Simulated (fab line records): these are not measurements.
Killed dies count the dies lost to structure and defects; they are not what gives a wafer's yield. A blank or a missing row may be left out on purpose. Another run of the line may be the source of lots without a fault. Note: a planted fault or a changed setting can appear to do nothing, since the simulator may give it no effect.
Matching of chambers | flow berkeleyCmos170 | 4 sister chambers for UCB170_GATE_ETCH_15 on rieSi-01
The step etches poly-Si in HBr/Cl2, stops on SiO2, time 56.3 s, target depth 278.2 nm. 14 wafers are shown with their chamber, then 7 later ones without.

## WAFERS, EACH WITH ITS CHAMBER
wafer  | chamber | drypumpMotorCurrentA (A) | throttleValvePct (%) | oesProductAu (a.u.)
L264.3 | 0       | 4.9                      | 26.69                | 0.829
L264.5 | 2       | 5.6                      | 26.58                | 0.850
L264.6 | 1       | 5.5                      | 26.03                | 0.842
L266.3 | 2       | 5.6                      | 26.55                | 0.845
L266.4 | 3       | 5.5                      | 26.37                | 0.825
L266.6 | 1       | 5.5                      | 26.01                | 0.822
L263.1 | 3       | 5.5                      | 26.38                | 0.816
L263.3 | 1       | 5.4                      | 26.03                | 0.823
L263.4 | 0       | 4.9                      | 26.71                | 0.804
L278.2 | 1       | 5.5                      | 26.03                | 0.827
L278.3 | 3       | 5.5                      | 26.37                | 0.824
L278.5 | 0       | 4.9                      | 26.69                | 0.813
L282.1 | 1       | 5.5                      | 26.03                | 0.833
L282.3 | 3       | 5.5                      | 26.38                | 0.831

SIGNATURES (averages over the wafers above)
reading              | chamber 0 | chamber 1 | chamber 2 | chamber 3 | scatter within a chamber
drypumpMotorCurrentA | 4.900     | 5.480     | 5.600     | 5.500     | 0.0283
throttleValvePct     | 26.6967   | 26.0260   | 26.5650   | 26.3750   | 0.0107
oesProductAu         | 0.81533   | 0.82940   | 0.84750   | 0.82400   | 0.00849
Rule: for a wafer and a chamber, the distance is found by dividing, reading by reading, the gap between the wafer's reading and the chamber's mean by the reading's scatter, squaring, summing and taking the root. If the next closest chamber is less than 2 further off than the closest, the wafer can't be placed; otherwise it belongs to the closest. How the scatter is found: for the shown wafers, subtract from each reading the mean of its chamber, square and add these, divide the total by (wafers less chambers), then take the root.

## WAFERS WITHOUT THEIR CHAMBER
wafer  | drypumpMotorCurrentA (A) | throttleValvePct (%) | oesProductAu (a.u.)
L282.4 | 5.6                      | 26.56                | 0.856
L280.1 | 5.5                      | 26.04                | 0.829
L280.4 | 5.6                      | 26.57                | 0.846
L280.5 | 5.5                      | 26.03                | 0.832
L284.1 | 4.9                      | 26.69                | 0.823
L284.2 | 5.5                      | 26.37                | 0.826
L284.6 | 5.6                      | 26.59                | 0.850

## THE CHAMBER EACH PASSED THROUGH
wafer  | from the rows above | in truth
L282.4 | 2                   | 2
L280.1 | 1                   | 1
L280.4 | 2                   | 2
L280.5 | 1                   | 1
L284.1 | 0                   | 0
L284.2 | 3                   | 3
L284.6 | 2                   | 2
Correctly placed: 7 of 7. Can't be placed from these rows: 0. Number placed wrongly: 0.
